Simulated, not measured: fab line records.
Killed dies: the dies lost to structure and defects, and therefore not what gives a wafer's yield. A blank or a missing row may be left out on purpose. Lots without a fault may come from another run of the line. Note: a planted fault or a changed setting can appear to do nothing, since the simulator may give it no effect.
Which tool was responsible?    flow berkeleyCmos170    Sampling: 13 lots, 39 wafers, 5 of 331 route steps

WHAT EACH GAUGE READ, for each wafer
UCB170_FIELD_THK_MEAS_90.
lot   measured      on            FIELD_OXIDE_LEFT_1_THK (nm)
L552  day 5 21:20   filmMetro-04  425 428 426
L553  day 5 21:20   filmMetro-02  458 455 455
L554  day 6 02:42   filmMetro-04  465 454 453
L556  day 6 17:04   filmMetro-04  462 452 452
L561  day 7 10:08   filmMetro-03  460 460 449
L560  day 7 10:08   filmMetro-04  452 447 447
L563  day 8 02:07   filmMetro-02  445 442 444
L569  day 9 14:14   filmMetro-02  440 443 449
L571  day 9 14:18   filmMetro-04  466 458 470
L570  day 9 14:22   filmMetro-02  437 442 437
L568  day 9 14:38   filmMetro-02  425 436 436
L574  day 10 19:28  filmMetro-03  440 449 439
L575  day 10 19:33  filmMetro-02  437 443 434

UCB170_NVT_OVL_MEAS_06.
lot   measured      on          NVT_OVL (nm)
L552  day 6 22:41   overlay-02  -17 -15 -6
L553  day 6 22:22   overlay-01  5 17 10
L554  day 7 05:28   overlay-02  -10 -3 -3
L556  day 7 13:59   overlay-02  -4 -3 -6
L561  day 8 04:47   overlay-02  2 1 9
L560  day 8 04:04   overlay-02  14 3 16
L563  day 8 15:41   overlay-01  -4 0 -1
L569  day 10 10:02  overlay-01  2 1 -1
L571  day 10 10:19  overlay-01  -2 -1 8
L570  day 10 10:31  overlay-02  -9 -10 -2
L568  day 10 10:35  overlay-01  -8 -8 -6
L574  day 11 13:39  overlay-01  -9 -8 -9
L575  day 11 14:13  overlay-01  16 16 6

UCB170_NLDD_CD_MEAS_06: target cd 1200 nm.
lot   measured      on        cdNm (nm)
L552  day 7 18:49   cdSem-01  1199.0 1197.9 1198.3
L553  day 7 18:42   cdSem-01  1202.6 1202.4 1200.9
L554  day 8 03:00   cdSem-02  1198.4 1198.9 1199.9
L556  day 8 12:41   cdSem-01  961.2 962.6 962.0
L561  day 9 01:19   cdSem-01  1197.3 1197.2 1196.9
L560  day 9 01:27   cdSem-01  1200.5 1200.5 1199.5
L563  day 9 12:53   cdSem-01  1196.6 1197.0 1196.8
L569  day 11 05:34  cdSem-02  1201.6 1201.0 1200.2
L571  day 11 06:52  cdSem-02  1200.6 1201.4 1200.9
L570  day 11 05:55  cdSem-01  1201.6 1200.3 1199.3
L568  day 11 06:47  cdSem-01  1201.3 1201.0 1200.7
L574  day 12 15:54  cdSem-02  1200.8 1199.2 1200.0
L575  day 12 15:52  cdSem-01  1201.9 1202.7 1202.6

UCB170_PSD_OVL_MEAS_07.
lot   measured      on          PSD_OVL (nm)
L552  day 8 05:08   overlay-02  -18 -2 0
L553  day 8 04:58   overlay-01  -3 -11 -10
L554  day 8 09:59   overlay-02  -15 -19 -23
L556  day 8 20:08   overlay-02  7 0 4
L561  day 9 09:07   overlay-01  -1 0 4
L560  day 9 09:24   overlay-01  -6 6 -2
L563  day 9 19:41   overlay-01  -10 -7 -11
L569  day 11 14:49  overlay-02  -5 -1 -4
L571  day 11 15:49  overlay-01  -1 -4 -12
L570  day 11 15:33  overlay-01  -5 -8 2
L568  day 11 15:33  overlay-02  -3 2 -1
L574  day 12 21:21  overlay-01  -6 -9 -7
L575  day 12 20:49  overlay-02  -4 -3 7

WHICH TOOL RAN EACH LOT (tool, then ch and the chambers of the sampled wafers, then the start)
lot   UCB170_NLDD_EXPOSE_03
L552  krfScanner-01 ch 0, day 7 18:23
L553  krfScanner-01 ch 0, day 7 18:04
L554  krfScanner-02 ch 0, day 8 02:36
L556  krfScanner-01 ch 0, day 8 12:18
L561  krfScanner-02 ch 0, day 9 00:55
L560  krfScanner-02 ch 0, day 9 01:03
L563  krfScanner-02 ch 0, day 9 12:30
L569  krfScanner-01 ch 0, day 11 05:11
L571  krfScanner-01 ch 0, day 11 06:22
L570  krfScanner-01 ch 0, day 11 05:31
L568  krfScanner-01 ch 0, day 11 06:10
L574  krfScanner-02 ch 0, day 12 14:28
L575  krfScanner-01 ch 0, day 12 14:16
- UCB170_NLDD_EXPOSE_03: exposes mask NSELECT, target cd 1200 nm.

WHAT THE TOOLS THEMSELVES READ (means of the sampled wafers that have a number; where no wafer has one, the mark that the record gives instead)
The record holds no such reading with a usual standard deviation.

THE ANSWER, worked out from the rows above alone
Rule: usual is defined by the lots themselves. The widest of any qualifying gaps counts: lots, ordered by their means at a reading, are off when they make up no more than a third of the lots, leave a main group of 4 or more, and stand apart from it by 3 or more times the standard deviation of that group's means. The tables above print the reading to a certain number of digits; a main group whose means all agree to those digits is not used. A lot without any number at a reading at which 4 lots or more have one is off too. The other lots that the step has rows for count as sound. First the gauges in route order, then the tools' own readings, where a lot's mean is used as printed above. The first step at which some lot is off is used, and at that step the reading that is off furthest; a lot without a number counts as furthest.
Off, at UCB170_NLDD_CD_MEAS_06 on cdNm: L556. The main group has a mean of 1199.9 nm with a standard deviation of 1.7.
If a tool, at a process step before that reading, ran all the lots that are off and no sound lot after the first of them, it fits. Gauges at UCB170_NLDD_CD_MEAS_06: tried the same way as those tools. Not one of the candidates tried fits.

WHAT THE SIMULATOR PUT IN
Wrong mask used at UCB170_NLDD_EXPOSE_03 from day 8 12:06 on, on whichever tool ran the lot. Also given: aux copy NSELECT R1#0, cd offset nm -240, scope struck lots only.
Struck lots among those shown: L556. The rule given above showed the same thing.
